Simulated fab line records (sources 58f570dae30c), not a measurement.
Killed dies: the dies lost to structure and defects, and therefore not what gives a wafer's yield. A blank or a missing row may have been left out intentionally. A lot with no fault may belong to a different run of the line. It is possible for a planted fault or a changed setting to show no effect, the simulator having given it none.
A struck lot beside a sound one	flow berkeley cmos170	30 out of 331 route steps
Sound: wafers L343.1, L343.4, L343.5. Struck: wafers L348.1, L348.3, L348.6. At the end, the cause is stated.
Each step with rows lists, per side, the tool, then ch with its chambers, then its first start. Under that, the readings that differ: sound wafers	struck wafers	difference of the means	sigmas: that difference in standard deviations of wafers without a fault.
alike: same words and numbers on both sides, and readings whose means sit less than 2 such deviations apart. not compared: any withheld reading, any reading some wafer has no value for, any bound like >300 that may hide the same value, and any number with overlapping values for which the record gives no deviation.
A row with sigmas, a row that says differs or no value, or rows on one side alone: a step with any of these is where the two part. When numbers do not overlap yet have no deviation, they are printed without sigmas and do not part them. Lack of a reading on every wafer of one side parts them only where that side has two or more wafers.

first, 6 steps without rows for these wafers: UCB170_V1_HMDS_06 (prime time 60 s); UCB170_V1_COAT_07 (resist thk 900 nm); UCB170_V1_SOFTBAKE_08 (time 60 s); UCB170_V1_EXPOSE_09 (exposes mask VIA1, target cd 700 nm); UCB170_V1_PEB_10; UCB170_V1_DEVELOP_11 (develop time 45 s).
UCB170_V1_CD_MEAS_12 targets a cd of 700 nm.
  struck on cd sem-02, day 9 06:51; sound on cd sem-01, day 8 13:56
  alike: cd nm
UCB170_V1_OVL_MEAS_13:
  struck on overlay-02, day 9 06:58; sound on overlay-02, day 8 14:03
  alike: V1_OVL
UCB170_V1_ETCH_14: etches SiO2 in CHF3/CF4/Ar, stops on Al, target depth 1250 nm, time 279.2 s.
  sound on rie diel-01 ch 0,1,3, day 8 14:05; struck on rie diel-01 ch 1,2,3, day 9 07:01
  alike: CHF3_flow_sccm, drypump motor current A, oes product au, throttle valve pct
  not compared: rf hours counter h
UCB170_V1_STRIP_15: strips in O2.
  sound on plasma asher-01 ch 0,1, day 8 14:16; struck on plasma asher-01 ch 0,1, day 9 07:11
  alike: drypump motor current A, oes product au, strip time to endpoint s
  not compared: rf hours counter h
UCB170_V1_CD_MEAS_90 targets a cd of 700 nm.
  struck on cd sem-02, day 9 07:17; sound on cd sem-01, day 8 14:22
  alike: cd nm
then, 1 step without rows for these wafers: UCB170_M2_PRE_CLEAN_00 (preclean etch time 60 s).
UCB170_M2_SPUTTER_01: material Al, target thk 900 nm, time 120 s.
  struck on pvd sputter-01, day 9 07:28; sound on pvd sputter-03, day 8 14:33
reading	sound	struck	difference	sigmas
model.Al_of_M2_SPUTTER_01.thk nm (nm)	884.8 891.6 893.2	1312 1289 1297	+409	
  alike: cathode dc power W, throttle valve pct
UCB170_M2_RS_MEAS_02: uses a four-point probe to measure.
  struck on film metro-04, day 9 07:50; sound on film metro-02, day 8 14:38
reading	sound	struck	difference	sigmas
M2_AL_RS (ohm/sq)	0.0327 0.0325 0.0324	0.0220 0.0223 0.0222	-0.0104	-27
  not compared: hold
UCB170_M2_THK_MEAS_03: measures by xrf.
  struck on film metro-04, day 9 12:45; sound on film metro-02, day 8 14:46
reading	sound	struck	difference	sigmas
M2_AL_THK (nm)	898 905 906	1296 1277 1290	+385	+27
  not compared: hold
then, 1 step without rows for these wafers: UCB170_M2_COAT_05 (resist thk 900 nm).
UCB170_M2_SOFTBAKE_06: time 61.63 s.
  sound on litho track-03 ch 0, day 8 15:07; struck on litho track-04 ch 0, day 9 17:41
  alike: plate sensor t centre C, plate sensor t edge C
UCB170_M2_STRIP_07: strips in O2.
  sound on plasma asher-02 ch 0,1, day 8 15:16; struck on plasma asher-02 ch 1, day 9 18:00
  alike: drypump motor current A, oes product au, strip time to endpoint s
  not compared: rf hours counter h
then, 7 steps without rows for these wafers: UCB170_M2_STRIP_08 (strips KrF in DMSO, time 600 s); UCB170_M2_COAT_09; UCB170_M2_COAT_10 (resist thk 900 nm); UCB170_M2_SOFTBAKE_11 (time 60 s); UCB170_M2_EXPOSE_12 (exposes mask METAL2, target cd 700 nm); UCB170_M2_PEB_13; UCB170_M2_DEVELOP_14 (develop time 45 s).
UCB170_M2_CD_MEAS_15 targets a cd of 700 nm.
  struck on cd sem-02, day 9 19:07; sound on cd sem-02, day 8 16:25
  alike: cd nm
UCB170_M2_OVL_MEAS_16:
  struck on overlay-01, day 9 19:14; sound on overlay-02, day 8 16:32
  alike: M2_OVL
then, 1 step without rows for these wafers: UCB170_M2_ETCH_17 (etches BARC in N2/H2).
UCB170_M2_METAL_ETCH_18: etches Al in Cl2/BCl3, stops on SiO2, target depth 1170 nm, time 195 s.
  sound on rie metal-04 ch 0,1, day 8 16:37; struck on rie metal-04 ch 0,1, day 9 19:19
reading	sound	struck	difference	sigmas
he backside leak sccm (sccm)	3.1 3.1 3.3	3.3 6.0 3.2	+1.0	+2
oes product au (a.u.)	0.851 0.860 0.866	1.018 1.004 1.009	+0.151	+14
  alike: drypump motor current A, throttle valve pct
  not compared: rf hours counter h
UCB170_M2_STRIP_19: strips in O2.
  sound on plasma asher-01 ch 0, day 8 16:48; struck on plasma asher-02 ch 0,1, day 9 19:30
  alike: drypump motor current A, oes product au
  not compared: rf hours counter h

WHERE THEY PART
First at UCB170_M2_RS_MEAS_02; last, within this record, at UCB170_M2_METAL_ETCH_18. Later steps at which nothing parts them and some readings are alike: UCB170_M2_STRIP_19.

WHY: the cause the simulator had injected
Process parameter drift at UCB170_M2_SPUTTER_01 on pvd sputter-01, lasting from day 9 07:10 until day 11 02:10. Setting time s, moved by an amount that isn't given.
